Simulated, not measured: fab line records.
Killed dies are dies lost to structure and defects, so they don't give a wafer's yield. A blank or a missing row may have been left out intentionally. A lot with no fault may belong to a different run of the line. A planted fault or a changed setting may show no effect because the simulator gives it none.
Which tool is to blame? | flow berkeley_cmos170 | 42 wafers from 14 lots sampled at 3 of the route's 331 steps

== WHAT THE GAUGES READ, wafer by wafer ==
UCB170_CONTACT_CD_MEAS_90 targets a cd of 700 nm. Usual: cd_nm 699.7 nm, standard deviation 1.6.
lot  | measured     | on        | cd_nm (nm)        | flag
L650 | day 7 07:31  | cd_sem-02 | 702.7 703.0 702.7 |
L651 | day 7 22:13  | cd_sem-01 | 700.1 700.8 700.6 |
L652 | day 8 01:23  | cd_sem-01 | 700.4 701.0 700.0 |
L654 | day 8 07:11  | cd_sem-01 | 698.1 699.7 699.2 |
L655 | day 8 07:34  | cd_sem-01 | 699.2 698.9 698.7 |
L659 | day 9 07:27  | cd_sem-02 | 697.8 700.1 699.1 |
L660 | day 9 08:52  | cd_sem-01 | 697.9 697.6 697.1 |
L662 | day 9 19:04  | cd_sem-01 | 697.8 699.2 698.8 |
L664 | day 10 09:25 | cd_sem-01 | 702.3 703.3 701.7 |
L666 | day 10 13:59 | cd_sem-01 | 699.7 700.8 699.7 |
L667 | day 11 02:43 | cd_sem-02 | 700.7 699.5 700.0 |
L668 | day 12 01:24 | cd_sem-02 | 700.2 699.8 701.2 |
L670 | day 12 07:02 | cd_sem-01 | 697.3 696.4 698.1 |
L671 | day 12 13:14 | cd_sem-01 | 699.7 698.4 699.4 |

UCB170_V1_THK_MEAS_01. Usual: V1_TEOS_THK gives 2030 nm (standard deviation 24).
lot  | measured     | on            | V1_TEOS_THK (nm) | flag
L650 | day 7 12:49  | film_metro-02 | 2029 2045 2024   |
L651 | day 8 07:10  | film_metro-04 | 2021 2004 2021   |
L652 | day 8 07:10  | film_metro-03 | 2024 2025 2055   |
L654 | day 8 12:51  | film_metro-03 | 2020 2008 2044   |
L655 | day 8 13:01  | film_metro-03 | 1962 2014 2022   |
L659 | day 9 16:20  | film_metro-02 | 2021 2007 2027   |
L660 | day 9 16:20  | film_metro-03 | 2052 1997 2026   |
L662 | day 10 04:37 | film_metro-03 | 2084 2166 2124   | OFF
L664 | day 10 17:31 | film_metro-02 | 2156 2167 2193   | OFF
L666 | day 10 19:36 | film_metro-02 | 2023 2035 2072   |
L667 | day 11 09:21 | film_metro-03 | 2019 2041 2067   |
L668 | day 12 08:47 | film_metro-03 | 2045 2035 2035   |
L670 | day 12 14:45 | film_metro-02 | 2049 2091 2086   |
L671 | day 12 19:52 | film_metro-03 | 2012 2002 2055   |

== TOOL THAT RAN EACH LOT (tool first, then ch and the chambers of the sampled wafers, then the start) ==
lot  | UCB170_V1_CVD_00
L650 | pecvd-04 ch 0,1,2, day 7 12:38
L651 | pecvd-04 ch 1,2, day 8 07:00
L652 | pecvd-01 ch 0,1, day 8 07:00
L654 | pecvd-02 ch 0,1,2, day 8 12:41
L655 | pecvd-04 ch 0,1,2, day 8 12:50
L659 | pecvd-01 ch 0,2, day 9 16:10
L660 | pecvd-04 ch 0,1, day 9 16:10
L662 | pecvd-04 ch 0,1,2, day 10 04:28
L664 | pecvd-04 ch 0,1, day 10 17:20
L666 | pecvd-02 ch 1,2, day 10 19:26
L667 | pecvd-02 ch 0,1,2, day 11 09:11
L668 | pecvd-01 ch 0,1,2, day 12 08:40
L670 | pecvd-02 ch 0,2, day 12 14:35
L671 | pecvd-02 ch 0,2, day 12 19:43
- UCB170_V1_CVD_00: deposits SiO2 from TEOS/O2, target thk 2000 nm, time 254.2 s.

== WHAT THE TOOLS THEMSELVES READ (means of the sampled wafers that have a number; where no wafer has one, the mark that the record gives instead) ==
UCB170_V1_CVD_00. Usual: heater_power_w 248 W, standard deviation 50.
lot  | tool     | heater_power_w (W) | flag
L650 | pecvd-04 | 216                |
L651 | pecvd-04 | 241                |
L652 | pecvd-01 | 262                |
L654 | pecvd-02 | 236                |
L655 | pecvd-04 | 207                |
L659 | pecvd-01 | 285                |
L660 | pecvd-04 | 253                |
L662 | pecvd-04 | 221                |
L664 | pecvd-04 | 248                |
L666 | pecvd-02 | 248                |
L667 | pecvd-02 | 235                |
L668 | pecvd-01 | 221                |
L670 | pecvd-02 | 242                |
L671 | pecvd-02 | 285                |

== THE ANSWER, worked out from the rows above alone ==
Rule: take the mean of a lot's wafers that have a number; if it is more than 3 standard deviations from the usual mean, the lot is off. A lot without any number at a reading at which 4 lots or more have one is off too. Where the step has rows for the other lots, those lots are counted as sound. After the gauges, taken in route order, come the tools' own readings; for these a lot's mean is taken, as printed above. At the first step where some lot is off, the reading lying furthest off is the one used; lots without a number count as furthest.
Off: at UCB170_V1_THK_MEAS_01 (V1_TEOS_THK), L662, L664.
If a tool, at a process step before that reading, ran all the lots that are off and no sound lot after the first of them, it fits. Those tools and the gauges at UCB170_V1_THK_MEAS_01 are tried in the same way. One fits: UCB170_V1_CVD_00 on pecvd-04. Its last sound lot is L660 (day 9 16:10), its first lot that is off L662 (day 10 04:28): a fault that began between those two fits.

== WHAT THE SIMULATOR HAD INSERTED ==
Drift in process parameters on pecvd-04 at UCB170_V1_CVD_00, starting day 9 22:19. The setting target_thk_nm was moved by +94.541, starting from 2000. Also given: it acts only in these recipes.
Lots struck among those shown: L662, L664. This agrees with what the rule above found.
